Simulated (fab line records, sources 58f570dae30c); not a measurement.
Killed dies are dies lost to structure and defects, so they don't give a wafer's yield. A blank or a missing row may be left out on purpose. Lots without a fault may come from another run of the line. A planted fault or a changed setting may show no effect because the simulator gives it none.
A struck lot beside a sound one | flow berkeley_cmos170 | 14 steps out of a route of 331
Sound: wafers L695.1, L695.3, L695.6. Struck: wafers L685.1, L685.5, L685.6. The cause comes at the end.
At each step with rows: each side's tool, then ch and its chambers, then its first start. Under that, the readings that differ: sound wafers | struck wafers | difference of the means | sigmas: that difference in standard deviations of wafers without a fault.
alike: readings whose means differ by less than 2 such deviations, and words and numbers that are the same on both sides. not compared: withheld readings, readings that some wafer has no value for, bounds like >300 that may hide the same value, and numbers for which the record gives no deviation and whose values overlap.
The two part at a step that has a row with sigmas, a row that says differs or no value, or rows on one side only. Numbers that don't overlap but have no deviation are shown without sigmas and don't part them. A reading that every wafer of one side lacks parts them only if that side has two wafers or more.

first, 2 steps without rows for these wafers: UCB170_PWELL_ANNEAL_04 (time 900 s); UCB170_PWELL_CVD_05 (deposits Si3N4 from SiH2Cl2/NH3, target thk 220 nm, time 3300 s).
UCB170_PWELL_THK_MEAS_06:
  sound on film_metro-04, day 7 00:32; struck on film_metro-04, day 4 22:36
  alike: PWELL_NITRIDE_THK
then, 6 steps without rows for these wafers: UCB170_PWELL_HMDS_07 (prime time 60 s); UCB170_PWELL_COAT_08 (resist thk 900 nm); UCB170_PWELL_SOFTBAKE_09 (time 60 s); UCB170_PWELL_EXPOSE_10 (exposes mask PWELL, target cd 3000 nm); UCB170_PWELL_PEB_11; UCB170_PWELL_DEVELOP_12 (develop time 45 s).
UCB170_PWELL_OVL_MEAS_13:
  sound on overlay-01, day 7 02:46; struck on overlay-02, day 4 23:43
  alike: PWELL_OVL
UCB170_PWELL_ETCH_14: etches Si3N4 in CH3F/Ar/O2, stops on SiO2, target depth 242 nm, time 151 s.
  sound on rie_diel-02 ch 0,1,3, day 7 02:48; struck on rie_diel-04 ch 0,3, day 4 23:45
  alike: drypump_motor_current_A, oes_product_au, throttle_valve_pct
  not compared: rf_hours_counter_h
then, 1 step without rows for these wafers: UCB170_PWELL_IMPLANT_15.
UCB170_PWELL_STRIP_16: strips in O2.
  sound on plasma_asher-01 ch 0,1, day 7 03:03; struck on plasma_asher-01 ch 0,1, day 5 00:00
  no value came back on the struck wafers for chamber_pressure_mTorr (mTorr), drypump_motor_current_A (A), oes_product_au (a.u.), strip_time_to_endpoint_s (s); on the sound wafers chamber_pressure_mTorr (mTorr) reads 3506 3497 3499
  reading                                | sound | struck            | difference | sigmas
  model.KrF_of_PWELL_COAT_08.thk_nm (nm) | 0 0 0 | 722.4 720.8 723.4 | +722.2     |
  not compared: rf_hours_counter_h
UCB170_PWELL_TW_MEAS_17:
  sound on film_metro-01, day 7 03:09; struck on film_metro-01, day 5 00:06
  alike: PWELL_TW

WHERE THEY PART
Only at UCB170_PWELL_STRIP_16, within this record. Later steps at which nothing parts them and some readings are alike: UCB170_PWELL_TW_MEAS_17.

WHY: what the simulator had put in
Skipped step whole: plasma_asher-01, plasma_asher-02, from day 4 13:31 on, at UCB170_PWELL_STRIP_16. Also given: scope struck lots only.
